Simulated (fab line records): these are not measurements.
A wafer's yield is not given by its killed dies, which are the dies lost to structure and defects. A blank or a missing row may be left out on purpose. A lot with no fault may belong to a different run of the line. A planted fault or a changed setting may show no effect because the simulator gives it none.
A lot that was struck, set against a sound lot -- flow berkeley cmos170 -- 20 out of 331 route steps
Sound: the wafers L474.3, L474.4, L474.5. Wafers struck: L478.1, L478.2, L478.5. The cause is given at the end.
For every step that has rows: the tool of each side, followed by ch and its chambers, followed by its first start. Under that, the readings that differ: sound wafers -- struck wafers -- difference of the means -- sigmas: that difference in standard deviations of wafers without a fault.
alike: words and numbers the same on both sides, and readings whose means are apart by under 2 such deviations; not compared: readings that were withheld, readings missing a value for some wafer, numbers with overlapping values and no deviation given by the record, and bounds like >300 which may hide the same value.
A row with sigmas, a row that says differs or no value, or rows on one side alone: a step with any of these is where the two part. Numbers that have no deviation but don't overlap get no sigmas and don't part them. Lack of a reading on every wafer of one side parts them only where that side has two or more wafers.

UCB170_M2_METAL_ETCH_18: etches Al in Cl2/BCl3, stops on SiO2, target depth 1170 nm, time 195 s.
  sound on rie metal-01 ch 0,1, day 9 22:16; struck on rie metal-01 ch 0,1, day 10 15:56
  alike: drypump motor current A, oes product au, throttle valve pct
  not compared: rf hours counter h
UCB170_M2_STRIP_19: strips in O2.
  sound on plasma asher-03 ch 0,1, day 9 22:25; struck on plasma asher-03 ch 0,1, day 10 16:08
  alike: drypump motor current A, oes product au
  not compared: rf hours counter h
UCB170_M2_CD_MEAS_90 targets a cd of 700 nm.
  sound: cd sem-02 at day 9 22:32; struck: cd sem-01 at day 10 16:14
  alike: cd nm
UCB170_V2_CVD_00: deposits SiO2 from TEOS/O2, target thk 2000 nm, time 250 s.
  sound on pecvd-03 ch 0,1,2, day 9 22:37; struck on pecvd-04 ch 0,2, day 10 16:21
  alike: heater power w
UCB170_V2_THK_MEAS_01:
  sound: film metro-02 at day 9 22:47; struck: film metro-02 at day 10 16:31
  alike: V2_TEOS_THK
UCB170_V2_CMP_02: polishes SiO2.
  sound on cmp-01 ch 1,2,3, day 9 22:52; struck on cmp-01 ch 0,2,3, day 10 16:37
  alike: motor current A
UCB170_V2_BOW_MEAS_03:
  sound: film metro-02 at day 9 23:10; struck: film metro-02 at day 10 16:52
  alike: V2_BOW
UCB170_V2_THK_MEAS_04:
  sound: film metro-02 at day 9 23:16; struck: film metro-02 at day 10 16:59
  alike: V2_POLISHED_THK
then, 4 steps without rows for these wafers: UCB170_V2_CLEAN_05 (cleans in DIW); UCB170_V2_HMDS_06 (prime time 60 s); UCB170_V2_COAT_07 (resist thk 900 nm); UCB170_V2_SOFTBAKE_08 (time 60 s).
UCB170_V2_EXPOSE_09: exposes mask VIA2, target cd 700 nm.
  sound on krf scanner-02 ch 0, day 9 23:58; struck on krf scanner-01 ch 0, day 10 17:48
reading,sound,struck,difference,sigmas
exposure dose mJ cm2,36.92 36.98 37.04,37.99 37.97 37.98,+1.00,+26
  alike: mask
then, 2 steps without rows for these wafers: UCB170_V2_PEB_10; UCB170_V2_DEVELOP_11 (develop time 45 s).
UCB170_V2_CD_MEAS_12 targets a cd of 700 nm.
  sound: cd sem-01 at day 10 00:22; struck: cd sem-02 at day 10 18:31
  alike: cd nm
  not compared: hold
UCB170_V2_OVL_MEAS_13:
  sound: overlay-02 at day 10 00:27; struck: overlay-02 at day 10 21:53
reading,sound,struck,difference,sigmas
hold,- - -,await dispo/3.2h/release await dispo/3.2h/release await dispo/3.2h/release,no value on the sound wafers,
V2_OVL (nm),4 -2 6,-7 -7 -12,-11,-2
UCB170_V2_ETCH_14: etches SiO2 in CHF3/CF4/Ar, stops on Al, target depth 1250 nm, time 291 s.
  sound on rie diel-03 ch 2,3, day 10 00:28; struck on rie diel-03 ch 0,1,2, day 10 21:56
  alike: drypump motor current A, oes product au, throttle valve pct
  not compared: rf hours counter h, model.V2.cd nm
UCB170_V2_STRIP_15: strips in O2.
  sound on plasma asher-02 ch 0,1, day 10 00:41; struck on plasma asher-01 ch 0,1, day 10 22:07
  alike: drypump motor current A, oes product au, strip time to endpoint s
  not compared: rf hours counter h
UCB170_M3_PROBE_99:
  only the struck wafers here have rows in the record (prober-02, day 11 02:53); the sound ones have none

WHERE THEY PART
Earliest at UCB170_V2_EXPOSE_09; latest, in this record, at UCB170_M3_PROBE_99.

WHY: what had been put in by the simulator
Process parameter drift: krf scanner-01, from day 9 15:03 on, at UCB170_V2_EXPOSE_09. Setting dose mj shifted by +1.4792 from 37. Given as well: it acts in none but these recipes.
